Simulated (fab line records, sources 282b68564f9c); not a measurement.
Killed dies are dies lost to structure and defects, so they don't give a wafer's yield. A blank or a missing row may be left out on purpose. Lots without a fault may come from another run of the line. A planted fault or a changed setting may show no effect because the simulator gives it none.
Which tool did it? | flow rit_cmos | 6 lots, 18 wafers sampled, at 2 steps of a route of 202

WHAT THE GAUGES READ, wafer by wafer
RIT_ACTIVE_CD_MEAS_11: target cd 1400 nm.
lot  | measured    | on        | cd_nm (nm)
L514 | day 2 05:35 | cd_sem-01 | 1398.8 1400.8 1401.5
L518 | day 3 02:38 | cd_sem-01 | 1397.1 1396.5 1396.2
L520 | day 3 11:26 | cd_sem-01 | 1402.2 1403.0 1403.1
L523 | day 4 03:58 | cd_sem-02 | 1400.0 1401.5 1402.0
L531 | day 5 18:36 | cd_sem-01 | 1399.8 1399.5 1398.6
L533 | day 6 04:28 | cd_sem-01 | 1399.4 1402.8 1401.4

WHICH TOOL RAN EACH LOT (tool, then ch and the chambers of the sampled wafers, then the start)
lot  | RIT_ACTIVE_EXPOSE_08
L514 | iline_stepper-01 ch 0, day 2 05:11
L518 | iline_stepper-01 ch 0, day 3 02:14
L520 | iline_stepper-01 ch 0, day 3 11:02
L523 | iline_stepper-02 ch 0, day 4 03:34
L531 | iline_stepper-01 ch 0, day 5 18:12
L533 | iline_stepper-01 ch 0, day 6 04:04
- RIT_ACTIVE_EXPOSE_08: exposes mask M1, target cd 1400 nm.

THE ANSWER, worked out from the rows above alone
Rule: what is usual is taken from the lots themselves. Put in order of their means at a reading, lots are off if they are a third of the lots or fewer, leave a main group of 4 or more, and stand apart from it by a gap of 3 or more times the standard deviation of the main group's means; of several such gaps the widest counts. A main group whose means are all the same, to the digits that the tables above print for the reading, isn't used. A lot without any number at a reading at which 4 lots or more have one is off too. The other lots that the step has rows for count as sound.
No lot is off at any reading shown: from this, nothing can be told.

WHAT THE SIMULATOR HAD PUT IN
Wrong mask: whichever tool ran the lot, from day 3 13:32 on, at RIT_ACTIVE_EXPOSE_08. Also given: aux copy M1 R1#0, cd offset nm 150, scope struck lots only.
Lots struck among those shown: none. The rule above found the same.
